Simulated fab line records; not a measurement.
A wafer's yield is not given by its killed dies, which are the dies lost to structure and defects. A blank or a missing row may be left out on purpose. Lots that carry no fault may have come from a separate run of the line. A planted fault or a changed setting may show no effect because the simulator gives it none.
Which tool is to blame? ; flow berkeleyCmos170 ; 14 lots, 42 wafers sampled, at 5 steps of a route of 331

WHAT EACH GAUGE READ, for each wafer
UCB170_V1_BOW_MEAS_03. Usual: V1_BOW 19 um, standard deviation 6.5.
lot;measured;on;V1_BOW (um);flag
L882;day 7 13:25;filmMetro-01;22 10 10;
L883;day 8 09:40;filmMetro-02;28 20 23;
L884;day 8 11:03;filmMetro-02;14 12 24;
L885;day 8 17:49;filmMetro-03;13 14 19;
L891;day 9 16:15;filmMetro-02;19 3 28;
L892;day 10 00:15;filmMetro-02;14 10 18;
L894;day 10 20:03;filmMetro-02;13 23 14;
L895;day 10 21:22;filmMetro-02;10 19 11;
L896;day 11 13:10;filmMetro-01;25 26 19;
L898;day 11 14:29;filmMetro-02;5 23 7;
L900;day 12 01:07;filmMetro-02;20 21 18;
L901;day 12 02:28;filmMetro-01;9 28 25;
L902;day 12 02:31;filmMetro-03;11 22 14;
L904;day 12 18:08;filmMetro-02;25 21 19;

UCB170_V2_OVL_MEAS_13. Usual: V2_OVL -2 nm, standard deviation 5.3.
lot;measured;on;V2_OVL (nm);flag
L882;day 7 20:04;overlay-01;10 0 -1;
L883;day 8 18:18;overlay-01;3 -2 -10;
L884;day 8 19:04;overlay-01;-5 -2 -11;
L885;day 9 01:08;overlay-02;-12 -10 -8;
L891;day 9 23:31;overlay-01;3 2 -2;
L892;day 10 07:13;overlay-02;-5 -1 -2;
L894;day 11 06:01;overlay-01;-7 -10 -9;
L895;day 11 05:47;overlay-01;5 -2 -4;
L896;day 11 21:25;overlay-02;-7 -8 -2;
L898;day 11 22:03;overlay-02;-4 -7 -5;
L900;day 12 08:31;overlay-02;-3 6 1;
L901;day 12 09:11;overlay-01;14 3 9;
L902;day 12 09:21;overlay-02;3 3 1;
L904;day 13 01:35;overlay-02;-8 -3 -7;

UCB170_M3_OVL_MEAS_16. Usual: M3_OVL 6 nm, standard deviation 6.2.
lot;measured;on;M3_OVL (nm);flag
L882;day 7 22:47;overlay-02;8 7 2;
L883;day 8 21:20;overlay-02;6 11 9;
L884;day 8 21:39;overlay-02;8 7 7;
L885;day 9 04:41;overlay-01;9 11 7;
L891;day 10 02:29;overlay-02;12 10 7;
L892;day 10 09:58;overlay-01;18 15 14;
L894;day 11 09:12;overlay-01;13 14 7;
L895;day 11 08:26;overlay-01;8 2 14;
L896;day 12 00:04;overlay-02;-4 8 3;
L898;day 12 00:35;overlay-01;16 5 7;
L900;day 12 11:09;overlay-01;3 13 3;
L901;day 12 11:40;overlay-01;12 -6 7;
L902;day 12 12:43;overlay-01;14 9 5;
L904;day 13 04:23;overlay-02;0 1 8;

WHICH TOOL RAN EACH LOT (tool, then ch and the chambers of the sampled wafers, then the start)
lot;UCB170_V2_ETCH_14;UCB170_V2_STRIP_15
L882;rieDiel-03 ch 1,2,3, day 7 20:07;plasmaAsher-01 ch 0,1, day 7 20:17
L883;rieDiel-02 ch 0,2, day 8 18:20;plasmaAsher-02 ch 0,1, day 8 18:31
L884;rieDiel-01 ch 2,3, day 8 19:04;plasmaAsher-02 ch 0,1, day 8 19:17
L885;rieDiel-01 ch 1,3, day 9 01:10;plasmaAsher-02 ch 1, day 9 01:20
L891;rieDiel-02 ch 0,2,3, day 9 23:33;plasmaAsher-02 ch 0,1, day 9 23:44
L892;rieDiel-01 ch 0,2, day 10 07:15;plasmaAsher-02 ch 0, day 10 07:25
L894;rieDiel-01 ch 0,3, day 11 06:03;plasmaAsher-04 ch 0,1, day 11 06:16
L895;rieDiel-03 ch 0,2,3, day 11 05:49;plasmaAsher-01 ch 0,1, day 11 06:01
L896;rieDiel-02 ch 2,3, day 11 21:26;plasmaAsher-04 ch 0,1, day 11 21:37
L898;rieDiel-03 ch 0,1,2, day 11 22:05;plasmaAsher-02 ch 0,1, day 11 22:16
L900;rieDiel-03 ch 0,1,3, day 12 08:32;plasmaAsher-01 ch 0,1, day 12 08:43
L901;rieDiel-02 ch 1,2, day 12 09:13;plasmaAsher-01 ch 0,1, day 12 09:23
L902;rieDiel-03 ch 0,1,2, day 12 09:23;plasmaAsher-02 ch 0,1, day 12 09:34
L904;rieDiel-03 ch 0,1,3, day 13 01:37;plasmaAsher-01 ch 0,1, day 13 01:48
- UCB170_V2_ETCH_14: etches SiO2 in CHF3/CF4/Ar, stops on Al, target depth 1250 nm, time 291 s.
- UCB170_V2_STRIP_15: strips in O2.

WHAT THE TOOLS THEMSELVES READ (means of the sampled wafers that have a number; where no wafer has one, the mark that the record gives instead)
UCB170_V2_ETCH_14. Usual: CHF3_flow_sccm 45.00 sccm, standard deviation 0.14; cf4FlowSccm 15.00 sccm, standard deviation 0.042; chamberPressureMTorr 199.99 mTorr, standard deviation 0.19; drypumpMotorCurrentA 5.6 A, standard deviation 0.42; oesProductAu 0.879 a.u., standard deviation 0.011; runLengthS 319.3 s, standard deviation 0.43; throttleValvePct 7.00 %, standard deviation 0.1.
lot;tool;CHF3_flow_sccm (sccm);cf4FlowSccm (sccm);chamberPressureMTorr (mTorr);drypumpMotorCurrentA (A);oesProductAu (a.u.);runLengthS (s);throttleValvePct (%);flag
L882;rieDiel-03;44.91;15.00;199.96;5.4;0.877;319.2;7.10;
L883;rieDiel-02;44.95;15.03;199.94;6.0;0.867;318.8;7.06;
L884;rieDiel-01;45.02;14.99;199.98;5.4;0.886;319.5;6.89;
L885;rieDiel-01;44.89;14.99;199.99;5.6;0.884;319.7;6.98;
L891;rieDiel-02;45.04;15.02;200.05;5.6;0.859;319.0;6.99;
L892;rieDiel-01;44.88;14.98;200.07;5.7;0.931;304.8;6.86;OFF
L894;rieDiel-01;45.09;15.02;200.13;5.6;0.920;305.6;6.97;OFF
L895;rieDiel-03;44.98;14.98;200.05;5.8;0.877;319.2;7.08;
L896;rieDiel-02;44.85;15.00;199.94;5.6;0.874;318.9;6.92;
L898;rieDiel-03;44.93;15.02;199.82;5.6;0.874;319.4;7.04;
L900;rieDiel-03;45.04;15.00;199.96;5.8;0.873;319.3;7.08;
L901;rieDiel-02;44.90;14.99;200.01;5.6;0.871;319.5;7.03;
L902;rieDiel-03;45.16;15.00;200.00;5.6;0.873;319.2;7.03;
L904;rieDiel-03;44.88;15.03;199.96;5.8;0.880;319.2;7.07;

UCB170_V2_STRIP_15. Usual: chamberPressureMTorr 3499.9 mTorr, standard deviation 2.9; drypumpMotorCurrentA 6.1 A, standard deviation 0.37; o2FlowSccm 400.0 sccm, standard deviation 1.3; oesProductAu 0.722 a.u., standard deviation 0.0049; stripTimeToEndpointS 15.35 s, standard deviation 0.12.
lot;tool;chamberPressureMTorr (mTorr);drypumpMotorCurrentA (A);o2FlowSccm (sccm);oesProductAu (a.u.);stripTimeToEndpointS (s);flag
L882;plasmaAsher-01;3497.3;5.7;399.7;0.722;15.29;
L883;plasmaAsher-02;3499.3;6.3;400.0;0.721;15.22;
L884;plasmaAsher-02;3499.5;6.3;401.4;0.725;15.23;
L885;plasmaAsher-02;3500.4;6.1;400.4;0.725;15.28;
L891;plasmaAsher-02;3502.3;6.2;401.1;0.725;15.36;
L892;plasmaAsher-02;3499.5;6.4;400.2;0.716;15.50;
L894;plasmaAsher-04;3500.5;5.8;400.1;0.726;15.68;
L895;plasmaAsher-01;3500.4;5.7;398.2;0.723;15.26;
L896;plasmaAsher-04;3499.0;6.1;398.7;0.726;15.38;
L898;plasmaAsher-02;3498.2;6.2;400.0;0.718;15.48;
L900;plasmaAsher-01;3499.0;5.7;399.5;0.718;15.28;
L901;plasmaAsher-01;3498.2;5.7;399.8;0.717;15.54;
L902;plasmaAsher-02;3499.1;6.2;400.8;0.725;15.34;
L904;plasmaAsher-01;3497.5;6.0;402.0;0.722;15.41;

THE ANSWER, worked out from the rows above alone
Rule: take the mean of a lot's wafers that have a number; if it is more than 3 standard deviations from the usual mean, the lot is off. Also off: a lot with no number at a reading for which 4 or more lots have one. The other lots that the step has rows for count as sound. Order of review: gauges by route order, followed by the tools' own readings, for which a lot's mean as printed above is used. At the first step where some lot is off, the reading lying furthest off is the one used; lots without a number count as furthest.
Off at UCB170_V2_ETCH_14 (runLengthS): L892, L894.
If a tool, at that step or one of the process steps before it, ran each lot that is off and ran no sound lot following the first of them, it fits. One fits: UCB170_V2_ETCH_14 on rieDiel-01. Its last sound lot is L885 (day 9 01:10), its first lot that is off L892 (day 10 07:15): a fault that began between those two fits.
The tool's own readings at UCB170_V2_ETCH_14 bear it out: on the lots that are off they differ by more than 5 times the standard deviation of the sound lots' means. oesProductAu reads 0.925 a.u. there against 0.875 a.u. on the sound lots; runLengthS reads 305.2 s there against 319.2 s on the sound lots.

WHAT THE SIMULATOR HAD INSERTED
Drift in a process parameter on rieDiel-01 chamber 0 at UCB170_V2_ETCH_14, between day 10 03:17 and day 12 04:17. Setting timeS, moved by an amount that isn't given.
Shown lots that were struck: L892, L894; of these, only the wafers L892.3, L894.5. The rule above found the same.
